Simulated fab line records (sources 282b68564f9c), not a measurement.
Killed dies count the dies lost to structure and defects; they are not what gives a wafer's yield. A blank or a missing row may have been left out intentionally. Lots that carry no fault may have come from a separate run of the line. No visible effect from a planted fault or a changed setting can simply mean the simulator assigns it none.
One fault through the eyes of 2 desks ; flow rit-cmos ; each desk holds nothing but its own numbers, with what lay behind them at the end

## METROLOGY DESK
Lot by lot, what the gauges showed, no matter which tool ran the lot: averages of those sampled wafers that carry a number. Marked OUT: a lot whose mean sits more than 4 standard deviations from the usual mean, which makes it out of limits; the brackets give that distance.
Columns: A = GATE_OVL at RIT_GATE_OVL_MEAS_17, usual -0.7 nm; B = cd-nm at RIT_GATE_CD_MEAS_90, usual 148.8 nm; C = PLDD_TW at RIT_PLDD_TW_MEAS_10, usual 2338; D = PLDD_RS at RIT_SDANNEAL_RS_MEAS_06, usual 178.8 ohm/sq
lot;first seen here;A;B;C;D
L481;day 2 20:11;-1.5;151.8;2337;179.0
L483;day 3 07:20;-0.8;146.0;2300;179.1
L484;day 3 11:37;0.1;152.1;2354;179.6
L485;day 3 19:43;-1.9;147.2;2361;178.4
L486;day 3 23:27;-1.1;146.0;2359;178.9
L487;day 4 02:43;-0.7;153.5;2305;179.6
L488;day 4 09:01;-1.6;151.3;2337;179.3
L489;day 4 11:40;-0.5;151.8;2340;179.5
L491;day 4 18:48;-0.6;149.5;2354;178.4
L492;day 5 00:14;0.1;152.5;2355;178.9
L496;day 5 23:55;-2.1;146.4;2731 (+18) OUT;153.2 (-53) OUT
L499;day 6 14:07;-1.2;151.2;2697 (+16) OUT;152.9 (-54) OUT
L502;day 7 06:08;-3.0;146.7;2351;178.6
L504;day 7 22:39;-0.9;150.7;2328;179.3
This desk's finding: out of limits on L496, L499; first on L496, day 6 06:40 (PLDD_TW at RIT_PLDD_TW_MEAS_10). L481, L483, L484, L485, L486, L487, L488, L489, L491, L492, L502, L504 stayed within limits.

## AT THE TOOL OWNER'S DESK: implanter-03
The tool's own readings at RIT_PLDD_IMPLANT_08: means of the sampled wafers that have a number, for each lot that ran on this tool. Marked OUT: a lot whose mean sits more than 4 standard deviations from the usual mean, which makes it out of limits; the brackets give that distance.
Columns: A = dose-ions-cm2 at RIT_PLDD_IMPLANT_08, usual 9.002e+14; B = end-station-pressure-torr at RIT_PLDD_IMPLANT_08, usual 7.3e-06 Torr; C = faraday-current-uA at RIT_PLDD_IMPLANT_08, usual 2821
lot;first seen here;A;B;C
L481;day 3 05:54;9.003e+14;7.3e-06;2841
L491;day 5 01:47;8.995e+14;7.0e-06;2835
L492;day 5 08:25;9.007e+14;7.5e-06;2841
L496;day 6 06:20;1.710e+15 (+99 or more) OUT;9.1e-06 (+5.2) OUT;5340 (+43) OUT
L499;day 6 22:35;1.710e+15 (+99 or more) OUT;9.1e-06 (+5.2) OUT;5351 (+43) OUT
Finding of this desk: L496, L499 out of limits; the first was L496 at day 6 06:20, on dose-ions-cm2 at RIT_PLDD_IMPLANT_08. L481, L491, L492 stayed within limits.

## PUT TOGETHER
On L496, L499, at day 6 06:20, an alarm was possible from the tool owner's desk.
On L496, L499, the metrology desk was in a position to raise an alarm at day 6 06:40.
RIT_PLDD_IMPLANT_08 was run on implanter-03 by each of the lots named.

## WHAT THE SIMULATOR HAD PUT IN
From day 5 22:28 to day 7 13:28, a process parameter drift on implanter-03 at RIT_PLDD_IMPLANT_08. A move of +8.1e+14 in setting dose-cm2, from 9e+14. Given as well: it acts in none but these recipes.
Struck lots among those shown: L496, L499.
Time in hours from fault onset to the first out-of-limits reading at each desk: tool owner's desk 8, metrology desk 8.
